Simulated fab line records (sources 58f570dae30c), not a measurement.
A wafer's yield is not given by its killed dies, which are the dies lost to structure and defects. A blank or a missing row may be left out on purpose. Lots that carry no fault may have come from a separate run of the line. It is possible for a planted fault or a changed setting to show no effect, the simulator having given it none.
What tool caused it? / flow berkeley_cmos170 / 21 wafers from 7 lots sampled at 2 of the route's 331 steps

== WHAT THE GAUGES SHOWED, per wafer ==
UCB170_NLDD_TW_MEAS_11.
lot=L511; measured=day 7 12:12; on=film_metro-03; NLDD_TW=2217 2223 2210
lot=L516; measured=day 8 03:49; on=film_metro-04; NLDD_TW=2239 2230 2225
lot=L520; measured=day 8 21:41; on=film_metro-03; NLDD_TW=2219 2222 2225
lot=L524; measured=day 9 23:58; on=film_metro-01; NLDD_TW=2233 2240 2223
lot=L528; measured=day 11 09:07; on=film_metro-01; NLDD_TW=2124 2130 2128
lot=L529; measured=day 11 09:14; on=film_metro-03; NLDD_TW=2218 2217 2214
lot=L532; measured=day 12 03:05; on=film_metro-03; NLDD_TW=2214 2214 2210

== EACH LOT AND THE TOOL THAT RAN IT (in order: tool; ch and the chambers of the sampled wafers; start) ==
lot=L511; UCB170_NLDD_IMPLANT_08=implanter-02 ch 0, day 7 11:48
lot=L516; UCB170_NLDD_IMPLANT_08=implanter-01 ch 0, day 8 03:26
lot=L520; UCB170_NLDD_IMPLANT_08=implanter-02 ch 0, day 8 21:19
lot=L524; UCB170_NLDD_IMPLANT_08=implanter-03 ch 0, day 9 23:37
lot=L528; UCB170_NLDD_IMPLANT_08=implanter-02 ch 0, day 11 08:43
lot=L529; UCB170_NLDD_IMPLANT_08=implanter-03 ch 0, day 11 08:50
lot=L532; UCB170_NLDD_IMPLANT_08=implanter-03 ch 0, day 12 02:43
- UCB170_NLDD_IMPLANT_08

== THE ANSWER, worked out from the rows above alone ==
Rule: the lots themselves supply what counts as usual. Put in order of their means at a reading, lots are off if they are a third of the lots or fewer, leave a main group of 4 or more, and stand apart from it by a gap of 3 or more times the standard deviation of the main group's means; of several such gaps the widest counts. The tables above print the reading to a certain number of digits; a main group whose means all agree to those digits is not used. Also off: a lot with no number at a reading for which 4 or more lots have one. The other lots that the step has rows for count as sound.
Off: L528, seen at UCB170_NLDD_TW_MEAS_11 (NLDD_TW). Main group: mean 2222, sd 7.5.
A tool fits if, at a process step before that reading, it ran every lot that is off, and no sound lot after the first of them. The gauges at UCB170_NLDD_TW_MEAS_11 are tried like those tools. This does not decide it: 2 tools fit, namely implanter-02 at UCB170_NLDD_IMPLANT_08 and film_metro-01 at UCB170_NLDD_TW_MEAS_11.

== WHAT HAD BEEN PUT IN BY THE SIMULATOR ==
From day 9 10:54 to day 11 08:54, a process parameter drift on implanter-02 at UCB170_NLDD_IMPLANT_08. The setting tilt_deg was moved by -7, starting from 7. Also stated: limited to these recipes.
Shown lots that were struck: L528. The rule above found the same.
